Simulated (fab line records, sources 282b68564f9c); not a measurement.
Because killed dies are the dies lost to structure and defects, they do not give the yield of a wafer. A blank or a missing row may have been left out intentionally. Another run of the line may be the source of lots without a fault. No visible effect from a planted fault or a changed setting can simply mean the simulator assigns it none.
8D (eight disciplines) problem report, filled in by code || flow ritCmos || the parts of the form that need people (team, actions taken, sign-off) are left out

## 1. WHAT IS WRONG
Mean of rampDownCPerS at RIT_SDANNEAL_RTA_03: 34.21 across 6 wafers in 2 lots; on wafers with no fault it is 171.00 (standard deviation 0.03). That is -99 or more standard deviations from the usual mean.
The step: time 5 s.
Seen first at day 6 15:50 on rtpAnneal-01, wafer L952.1. Wafers with a number at this step in the record: 42, from 14 lots. Rule for "out", or "out of limits": more than 4 standard deviations from the usual mean. All remaining wafers that have a number are taken as sound.

## 2. WHAT THIS IS AND IS NOT
{"question": "which readings at this step", "is": "rampDownCPerS", "is not": "wafer_temp_C_max"}
{"question": "which lots", "is": "L952, L954", "is not": "L937, L938, L939, L940, L941, L942, L943, L945, L951, L955, L956, L959"}
{"question": "which wafers of those lots", "is": "all that have a number", "is not": "-"}
{"question": "read on which tools", "is": "rtpAnneal-01", "is not": "rtpAnneal-02"}
{"question": "when", "is": "from day 6 15:50", "is not": "up to then (27 sound wafers); but 9 sound wafers of L955, L956, L959 came after"}

## 3. THE SUSPECTS, EACH WITH WHAT RULES IT OUT
Counting: any tool at a process step up to the reading is kept as a suspect provided that every lot that is out went through it and no sound lot did after the first of them.
- plasmaAsher-04 at RIT_GATE_STRIP_20 (strips in O2, time 180 s): ruled out as a lasting fault. After its first lot that is out, L952 (day 6 03:22), sound lots L956 ran on it.
- rtpAnneal-01 at RIT_SDANNEAL_RTA_03 (time 5 s): kept. It processed each lot that is out, first L952 at day 6 15:50, and no sound lot thereafter; up to then, the last sound lot it processed was L943 at day 4 11:10. Its own rampDownCPerS readings are out on those wafers.
The count leaves rtpAnneal-01 at RIT_SDANNEAL_RTA_03.

## 4. THE CAUSE (what the simulator had put in)
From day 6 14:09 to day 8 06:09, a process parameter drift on rtpAnneal-01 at RIT_SDANNEAL_RTA_03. Setting rampDownCPerS shifted by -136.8 from 171.
This tool alone remained once counting was done.

## 5. THE CHAIN OF EFFECTS, in route order
One row per reading whose mean, taken over the struck wafers that have a number, lies over 3 standard deviations from the usual. Only readings for which the record gives a usual standard deviation are gone through. hours: the time from each lot's start at the first step in this table that gives one to its start at this step, as a median over the lots. sigmas: the change in usual standard deviations.
{"hours": 0, "step": "RIT_SDANNEAL_RTA_03", "reading": "rampDownCPerS", "usual": 171.00, "on struck wafers": 34.21, "change": -136.79, "sigmas": "-99 or more"}
Its process steps:
- RIT_SDANNEAL_RTA_03: time 5 s.
Later steps that measure or inspect, where all struck wafers having a row at the step show a number for every such reading and not one has moved that far: RIT_CONTACT_CD_MEAS_90.

## 6. HOW IT WOULD HAVE BEEN CAUGHT EARLIER
The fault began at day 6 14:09; the first out-of-limits reading in this record came at day 6 15:50, 2 hours later.
